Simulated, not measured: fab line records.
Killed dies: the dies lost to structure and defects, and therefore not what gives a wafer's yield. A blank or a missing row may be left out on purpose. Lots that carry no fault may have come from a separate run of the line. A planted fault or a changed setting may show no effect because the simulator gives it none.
Struck lot and sound lot, side by side || flow berkeley-cmos170 || 14 steps out of a route of 331
Sound: the wafers L963.1, L963.3, L963.6. Wafers L968.1, L968.2, L968.5 were the ones struck. The cause comes at the end.
At each step with rows: each side's tool, then ch and its chambers, then its first start. Under that, the readings that differ: sound wafers || struck wafers || difference of the means || sigmas: that difference in standard deviations of wafers without a fault.
alike: readings with means less than 2 such deviations apart, plus words and numbers identical on both sides. not compared: withheld readings, readings lacking a value on some wafer, bounds such as >300 that could conceal the same value, and numbers that have no deviation in the record and whose values overlap.
A row with sigmas, a row that says differs or no value, or rows on one side alone: a step with any of these is where the two part. Numbers that have no deviation but don't overlap get no sigmas and don't part them. Lack of a reading on every wafer of one side parts them only where that side has two or more wafers.

UCB170_NLDD_STRIP_10: strips in O2.
  sound on plasma-asher-03 ch 1, day 8 22:14; struck on plasma-asher-01 ch 0,1, day 9 12:49
  alike: chamber-pressure-mTorr, drypump-motor-current-A, oes-product-au, strip-time-to-endpoint-s
  not compared: rf-hours-counter-h
UCB170_NLDD_TW_MEAS_11:
  sound on film-metro-03, day 8 22:20; struck on film-metro-03, day 9 12:55
  alike: NLDD_TW
then, 1 step without rows for these wafers: UCB170_NLDD_CLEAN_12 (cleans in SPM, time 600 s).
UCB170_SPACER_CVD_00: deposits SiO2 from TEOS/O2, target thk 376 nm, time 47 s.
  sound on pecvd-03 ch 1,2, day 8 22:34; struck on pecvd-03 ch 0,1, day 9 13:09
  alike: heater-power-w
UCB170_SPACER_THK_MEAS_01:
  sound on film-metro-02, day 8 22:37; struck on film-metro-02, day 9 13:12
  alike: SPACER_TEOS_THK
then, 1 step without rows for these wafers: UCB170_SPACER_ANNEAL_02 (time 1800 s).
UCB170_SPACER_ETCHBACK_03: etches SiO2 in CHF3/CF4/Ar, stops on Si, target depth 376 nm, time 100 s.
  sound on rie-diel-04 ch 0,1, day 9 02:35; struck on rie-diel-04 ch 0,2,3, day 9 18:44
  alike: CHF3_flow_sccm, chamber-pressure-mTorr, drypump-motor-current-A, oes-product-au, throttle-valve-pct
  not compared: rf-hours-counter-h
then, 5 steps without rows for these wafers: UCB170_PSD_HMDS_00 (prime time 60 s); UCB170_PSD_COAT_01 (resist thk 900 nm); UCB170_PSD_SOFTBAKE_02 (time 60 s); UCB170_PSD_EXPOSE_03 (exposes mask PSELECT MOD, target cd 1200 nm); UCB170_PSD_PEB_04.
UCB170_PSD_DEVELOP_05: develop time 45 s.
  struck on litho-track-04, day 9 20:00; sound on litho-track-01 ch 0, day 9 04:00
  no value came back on the struck wafers for chill-plate-temp-C (C), develop-time-s (s), exhaust-pa (Pa); on the sound wafers chill-plate-temp-C (C) reads 23.01 23.13 23.07
{"reading": "model.KrF_of_PSD_COAT_01.thk-nm (nm)", "sound": "889 888.1 888.6", "struck": "898.7 896.5 897.1", "difference": "+8.9", "sigmas": ""}
UCB170_PSD_CD_MEAS_06: the cd target is 1200 nm.
  sound on cd-sem-02, day 9 04:26; struck on cd-sem-01, day 9 20:10
{"reading": "cd-nm (nm)", "sound": "1203.3 1201.7 1202.3", "struck": "- - -", "difference": "no value on the struck wafers", "sigmas": ""}

== WHERE THEY PART ==
Last at UCB170_PSD_CD_MEAS_06 as far as this record goes, first at UCB170_PSD_DEVELOP_05.

WHY: whatever the simulator had introduced
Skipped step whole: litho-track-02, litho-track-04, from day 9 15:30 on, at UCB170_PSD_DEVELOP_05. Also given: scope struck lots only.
